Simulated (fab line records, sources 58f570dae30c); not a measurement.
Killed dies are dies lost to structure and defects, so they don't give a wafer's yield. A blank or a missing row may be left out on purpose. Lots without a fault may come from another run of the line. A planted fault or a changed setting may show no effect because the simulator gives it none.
Which tool did it? | flow berkeley_cmos170 | 7 lots, 21 wafers sampled, at 2 steps of a route of 331

WHAT THE GAUGES READ, wafer by wafer
UCB170_M2_CD_MEAS_90: target cd 700 nm.
lot  | measured     | on        | cd_nm (nm)
L768 | day 8 18:07  | cd_sem-02 | 700 700 697
L770 | day 8 15:29  | cd_sem-02 | 696 697 699
L775 | day 10 04:49 | cd_sem-01 | 699 698 698
L778 | day 11 13:30 | cd_sem-02 | 697 698 698
L782 | day 12 16:33 | cd_sem-02 | 696 697 697
L784 | day 12 19:51 | cd_sem-02 | 696 699 697
L788 | day 13 22:38 | cd_sem-02 | 701 701 700

WHICH TOOL RAN EACH LOT (tool, then ch and the chambers of the sampled wafers, then the start)
lot  | UCB170_PWELL_CLEAN_01
L768 | wet_bench-03 ch 0, day 3 02:14
L770 | wet_bench-03 ch 0, day 3 11:32
L775 | wet_bench-02 ch 3, day 4 15:59
L778 | wet_bench-03 ch 2, day 5 08:21
L782 | wet_bench-03 ch 2, day 6 07:32
L784 | wet_bench-02 ch 2, day 6 14:08
L788 | wet_bench-02 ch 2, day 7 09:47
- UCB170_PWELL_CLEAN_01: cleans in dHF, time 60 s.

THE ANSWER, worked out from the rows above alone
Rule: what is usual is taken from the lots themselves. Put in order of their means at a reading, lots are off if they are a third of the lots or fewer, leave a main group of 4 or more, and stand apart from it by a gap of 3 or more times the standard deviation of the main group's means; of several such gaps the widest counts. A main group whose means are all the same, to the digits that the tables above print for the reading, isn't used. A lot without any number at a reading at which 4 lots or more have one is off too. The other lots that the step has rows for count as sound.
No lot is off at any reading shown: from this, nothing can be told.

WHAT THE SIMULATOR HAD PUT IN
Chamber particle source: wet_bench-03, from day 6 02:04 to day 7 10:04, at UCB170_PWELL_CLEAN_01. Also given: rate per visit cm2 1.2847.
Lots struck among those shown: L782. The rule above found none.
